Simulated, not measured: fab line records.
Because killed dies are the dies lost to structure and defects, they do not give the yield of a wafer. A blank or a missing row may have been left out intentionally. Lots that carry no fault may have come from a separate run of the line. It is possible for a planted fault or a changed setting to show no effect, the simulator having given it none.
2 desks, one fault -- flow berkeleyCmos170 -- only its own numbers are on each desk; what lay behind them is given at the end

## FROM THE METROLOGY DESK
Means of the sampled wafers that have a number, per lot and without regard to the tool the lot ran on: this is what the gauges read. A lot is out of limits, marked OUT, if its mean lies more than 4 standard deviations from the usual mean; the brackets give that distance.
Columns: A = PLDD_TW at UCB170_PLDD_TW_MEAS_11, usual 1010; B = NSD_TW at UCB170_NSD_TW_MEAS_10, usual 4177; C = NSD_RS at UCB170_SDANNEAL_RS_MEAS_03, usual 37.29 ohm/sq; D = NLDD_RS at UCB170_SDANNEAL_RS_MEAS_05, usual 616.7 ohm/sq; E = SILICIDE_TI_RS at UCB170_SILICIDE_RS_MEAS_02, usual 26.0 ohm/sq
lot,first seen here,A,B,C,D,E
L935,day 6 15:57,1018,4161,37.30,616.9,26.4
L936,day 7 10:32,1017,4220,37.26,616.1,25.6
L938,day 7 11:11,998,4137,37.28,616.1,26.5
L937,day 7 11:17,1006,4163,37.33,617.0,26.0
L939,day 7 19:26,1008,4185,37.13,614.8,25.6
L941,day 7 19:45,1021,4196,37.14,618.3,26.0
L940,day 7 19:59,997,4184,37.28,617.1,26.0
L943,day 8 14:35,1000,4124,37.33,617.3,26.0
L942,day 8 14:58,1016,4238,37.36,617.4,25.8
L948,day 10 02:12,999,4042,45.40 (+91) OUT,617.0,26.4
L951,day 10 11:14,1010,3960 (-5.3) OUT,45.41 (+91) OUT,617.8,25.9
L957,day 11 18:41,1023,4129,37.46,616.7,26.3
This desk's finding: out of limits on L948, L951; first on L948, day 10 11:36 (NSD_RS at UCB170_SDANNEAL_RS_MEAS_03). L935, L936, L938, L937, L939, L941, L940, L943, L942, L957: within limits.

## TOOL OWNER'S DESK, implanter-03
The tool's own readings at UCB170_NSD_IMPLANT_08: means of the sampled wafers that have a number, for each lot that ran on this tool. A lot is out of limits, marked OUT, if its mean lies more than 4 standard deviations from the usual mean; the brackets give that distance.
Columns: A = doseIonsCm2 at UCB170_NSD_IMPLANT_08, usual 3e+15; B = endStationPressureTorr at UCB170_NSD_IMPLANT_08, usual 1.25e-05 Torr; C = faradayCurrentUA at UCB170_NSD_IMPLANT_08, usual 9255
lot,first seen here,A,B,C
L937,day 7 23:21,3e+15,1.26e-05,9264
L938,day 8 00:44,3e+15,1.24e-05,9280
L939,day 8 07:00,3e+15,1.31e-05,9308
L948,day 10 09:46,2e+15 (-99 or more) OUT,1.07e-05,6430 (-15) OUT
L951,day 11 00:50,2e+15 (-99 or more) OUT,1.03e-05,6537 (-14) OUT
This desk finds L948, L951 out of limits, L948 being first, at day 10 09:46 (doseIonsCm2 at UCB170_NSD_IMPLANT_08). L937, L938, L939: within limits.

## ALL TOGETHER
The tool owner's desk could have raised an alarm at day 10 09:46, on L948, L951.
Metrology desk: alarm possible at day 10 11:36 on L948, L951.
The lots listed all ran UCB170_NSD_IMPLANT_08 on implanter-03.

## WHAT THE SIMULATOR HAD PUT IN
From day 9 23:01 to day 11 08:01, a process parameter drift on implanter-03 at UCB170_NSD_IMPLANT_08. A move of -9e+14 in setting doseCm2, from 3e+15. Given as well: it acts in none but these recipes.
Struck lots among those shown: L948, L951.
Delay (hours) between the fault's onset and each desk's first out-of-limits reading: 11 at the tool owner's desk, 13 at the metrology desk.
